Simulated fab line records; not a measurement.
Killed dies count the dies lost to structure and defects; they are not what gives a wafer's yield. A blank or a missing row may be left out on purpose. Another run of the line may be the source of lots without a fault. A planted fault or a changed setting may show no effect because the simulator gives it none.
A single fault, viewed from 2 desks    flow berkeley_cmos170    each desk has only its own numbers; what lay behind them comes last

== METROLOGY DESK ==
What the gauges read for every lot (on any tool): the sampled wafers with a number, averaged. If a lot's mean is further than 4 standard deviations from the usual mean, the lot is out of limits and carries the mark OUT (the distance appears in the brackets).
Columns: A = PFIELD_OVL at UCB170_PFIELD_OVL_MEAS_06, usual -2 nm; B = PLDD_OVL at UCB170_PLDD_OVL_MEAS_07, usual 4 nm; C = cd_nm at UCB170_NSD_CD_MEAS_06, usual 1199.9 nm
lot   first seen here  A   B   C
L269  day 4 16:47      -1  6   1200.0
L270  day 5 04:22      -8  2   1200.7
L272  day 5 04:31      3   -1  1199.4
L271  day 5 04:47      -9  2   1199.3
L277  day 5 19:14      2   6   1200.2
L278  day 5 19:17      -1  0   1200.1
L275  day 5 19:31      -2  12  1200.2
L276  day 5 19:38      7   -9  1201.4
L280  day 6 13:06      -4  -0  1207.2 (+6.6) OUT
L279  day 6 14:29      -6  -2  1200.6
L281  day 6 22:44      -1  5   1205.9 (+5.5) OUT
L290  day 8 16:46      -7  1   1199.5
L291  day 9 05:25      -7  8   1199.5
L292  day 9 12:49      -5  12  1199.4
Finding of this desk: L280, L281 out of limits; the first was L280 at day 9 01:02, on cd_nm at UCB170_NSD_CD_MEAS_06. In limits: L269, L270, L272, L271, L277, L278, L275, L276, L279, L290, L291, L292.

== TOOL OWNER'S DESK, litho_track-01 ==
The tool's own readings at UCB170_NSD_SOFTBAKE_02 (time 60 s): means of the sampled wafers that have a number, for each lot that ran on this tool. If a lot's mean is further than 4 standard deviations from the usual mean, the lot is out of limits and carries the mark OUT (the distance appears in the brackets).
Columns: A = heater_power_total_W at UCB170_NSD_SOFTBAKE_02, usual 56.80 W; B = plate_temp_C at UCB170_NSD_SOFTBAKE_02, usual 130.02 C
lot   first seen here  A                B
L272  day 7 11:48      56.80            129.95
L276  day 8 01:32      56.80            129.92
L277  day 8 01:59      56.77            129.90
L280  day 9 00:23      58.17 (+31) OUT  132.69 (+22) OUT
L281  day 9 07:26      58.19 (+32) OUT  132.54 (+21) OUT
L292  day 11 18:40     56.79            129.93
Finding of this desk: L280, L281 out of limits; the first was L280 at day 9 00:23, on heater_power_total_W at UCB170_NSD_SOFTBAKE_02. In limits: L272, L276, L277, L292.

== ALL TOGETHER ==
At day 9 00:23, on L280, L281, the tool owner's desk was in a position to raise an alarm.
Metrology desk: alarm possible at day 9 01:02 on L280, L281.
The lots listed all ran UCB170_NSD_SOFTBAKE_02 on litho_track-01.

== WHAT THE SIMULATOR PUT IN ==
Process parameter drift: litho_track-01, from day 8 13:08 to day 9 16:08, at UCB170_NSD_SOFTBAKE_02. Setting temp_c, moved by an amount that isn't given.
Shown lots that were struck: L280, L281.
Hours from the fault's start to each desk's first reading out of limits: the tool owner's desk, 11; the metrology desk, 12.
